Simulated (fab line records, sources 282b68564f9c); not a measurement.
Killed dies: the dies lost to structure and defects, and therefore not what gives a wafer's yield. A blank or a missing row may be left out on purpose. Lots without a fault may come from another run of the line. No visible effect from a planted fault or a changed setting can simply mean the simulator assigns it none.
Split-lot experiment :: flow rit_cmos :: on a route of 202 steps: 5 lots, 23 wafers read

## ON THE SPLIT
At RIT_NSD_IMPLANT_08, the setting energy_kev was moved away from the recipe's 25 on 7 of the 23 wafers read, by -3.2% to +2.0%. All remaining wafers had this setting at the recipe value.

Reading taken at the split's own step.

## THE READING
In nm, at RIT_NSD_IMPLANT_08: implant.drp_nm, which is the simulator's own figure and was read by no gauge. The file gives no usual value for it.

wafer: L074.1
tool, chamber at the split: implanter-03, 0
energy_kev as run: 25
against the recipe: recipe
implant.drp_nm, nm: 14.84
against lot-mates on the recipe: -

wafer: L074.5
tool, chamber at the split: implanter-03, 0
energy_kev as run: 25
against the recipe: recipe
implant.drp_nm, nm: 14.84
against lot-mates on the recipe: -

wafer: L074.6
tool, chamber at the split: implanter-03, 0
energy_kev as run: 25
against the recipe: recipe
implant.drp_nm, nm: 14.84
against lot-mates on the recipe: -

wafer: L074.2
tool, chamber at the split: implanter-03, 0
energy_kev as run: 25.5
against the recipe: +2.0%
implant.drp_nm, nm: 15.02
against lot-mates on the recipe: +0.18

wafer: L074.4
tool, chamber at the split: implanter-03, 0
energy_kev as run: 25.5
against the recipe: +2.0%
implant.drp_nm, nm: 15.02
against lot-mates on the recipe: +0.18

wafer: L075.1
tool, chamber at the split: implanter-03, 0
energy_kev as run: 24.2
against the recipe: -3.2%
implant.drp_nm, nm: 14.55
against lot-mates on the recipe: -0.29

wafer: L075.6
tool, chamber at the split: implanter-03, 0
energy_kev as run: 24.2
against the recipe: -3.2%
implant.drp_nm, nm: 14.55
against lot-mates on the recipe: -0.29

wafer: L075.2
tool, chamber at the split: implanter-03, 0
energy_kev as run: 25
against the recipe: recipe
implant.drp_nm, nm: 14.84
against lot-mates on the recipe: -

wafer: L075.4
tool, chamber at the split: implanter-03, 0
energy_kev as run: 25
against the recipe: recipe
implant.drp_nm, nm: 14.84
against lot-mates on the recipe: -

wafer: L075.5
tool, chamber at the split: implanter-03, 0
energy_kev as run: 25
against the recipe: recipe
implant.drp_nm, nm: 14.84
against lot-mates on the recipe: -

wafer: L081.1
tool, chamber at the split: implanter-03, 0
energy_kev as run: 25
against the recipe: recipe
implant.drp_nm, nm: 14.84
against lot-mates on the recipe: -

wafer: L081.6
tool, chamber at the split: implanter-03, 0
energy_kev as run: 25
against the recipe: recipe
implant.drp_nm, nm: 14.84
against lot-mates on the recipe: -

wafer: L081.2
tool, chamber at the split: implanter-03, 0
energy_kev as run: 24.59
against the recipe: -1.6%
implant.drp_nm, nm: 14.69
against lot-mates on the recipe: -0.15

wafer: L081.3
tool, chamber at the split: implanter-03, 0
energy_kev as run: 24.59
against the recipe: -1.6%
implant.drp_nm, nm: 14.69
against lot-mates on the recipe: -0.15

wafer: L081.5
tool, chamber at the split: implanter-03, 0
energy_kev as run: 24.59
against the recipe: -1.6%
implant.drp_nm, nm: 14.69
against lot-mates on the recipe: -0.15

wafer: L082.1
tool, chamber at the split: implanter-03, 0
energy_kev as run: 25
against the recipe: recipe
implant.drp_nm, nm: 14.84
against lot-mates on the recipe: -

wafer: L082.2
tool, chamber at the split: implanter-03, 0
energy_kev as run: 25
against the recipe: recipe
implant.drp_nm, nm: 14.84
against lot-mates on the recipe: -

wafer: L082.3
tool, chamber at the split: implanter-03, 0
energy_kev as run: 25
against the recipe: recipe
implant.drp_nm, nm: 14.84
against lot-mates on the recipe: -

wafer: L082.4
tool, chamber at the split: implanter-03, 0
energy_kev as run: 25
against the recipe: recipe
implant.drp_nm, nm: 14.84
against lot-mates on the recipe: -

wafer: L082.5
tool, chamber at the split: implanter-03, 0
energy_kev as run: 25
against the recipe: recipe
implant.drp_nm, nm: 14.84
against lot-mates on the recipe: -

wafer: L085.1
tool, chamber at the split: implanter-03, 0
energy_kev as run: 25
against the recipe: recipe
implant.drp_nm, nm: 14.84
against lot-mates on the recipe: -

wafer: L085.2
tool, chamber at the split: implanter-03, 0
energy_kev as run: 25
against the recipe: recipe
implant.drp_nm, nm: 14.84
against lot-mates on the recipe: -

wafer: L085.4
tool, chamber at the split: implanter-03, 0
energy_kev as run: 25
against the recipe: recipe
implant.drp_nm, nm: 14.84
against lot-mates on the recipe: -

THE FIT
A straight line over all 23 wafers: implant.drp_nm changes by +0.0906 nm for each +1% of energy_kev; r = +1.00; the points scatter about the line by 0.00057 nm.
The same after taking each lot's own level away (the mean of its wafers on the recipe; 23 wafers): +0.0906 nm for each +1%; r = +1.00; scatter 0.00057 nm.
On that fit, the largest move of energy_kev shifts the reading by 0.29 nm.
The lots' own levels span 14.840 to 14.840 nm.
So the lot-to-lot level changes the slope little: the two slopes agree.
Check: for one of the wafers moved furthest among these (-3.2%), held out of the fit, the line's prediction against its lot-mates is -0.29 nm. It came out at -0.29 nm against them.

## FURTHER SPLITS ON THESE WAFERS
Note: prior to the reading, these wafers also went through further splits. Each is held against what the fit with the lots' levels taken away leaves over:
other split on the same wafers: RIT_ACTIVE_ETCH_13 rf_w
wafers away from the commonest value: 9
r with implant.drp_nm (lot level and that fit taken away): -0.75

other split on the same wafers: RIT_FOX2_OXIDATION_00 ox_time_s
wafers away from the commonest value: 18
r with implant.drp_nm (lot level and that fit taken away): +0.25

other split on the same wafers: RIT_PRETRO_IMPLANT_08 dose_cm2
wafers away from the commonest value: 7
r with implant.drp_nm (lot level and that fit taken away): -0.03

other split on the same wafers: RIT_GATE_OXIDATION_05 ox_time_s
wafers away from the commonest value: 18
r with implant.drp_nm (lot level and that fit taken away): +0.41

other split on the same wafers: RIT_GATE_EXPOSE_13 dose_mj
wafers away from the commonest value: 8
r with implant.drp_nm (lot level and that fit taken away): +0.25

other split on the same wafers: RIT_GATE_STRIP_20 o2_flow_sccm
wafers away from the commonest value: 8
r with implant.drp_nm (lot level and that fit taken away): +0.14

other split on the same wafers: RIT_SPACER_ETCHBACK_05 time_s
wafers away from the commonest value: 8
r with implant.drp_nm (lot level and that fit taken away): -0.04

## THE FILE'S OWN FIT
implant.drp_nm changes by +0.0898 nm for each +1% of energy_kev, r = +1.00.
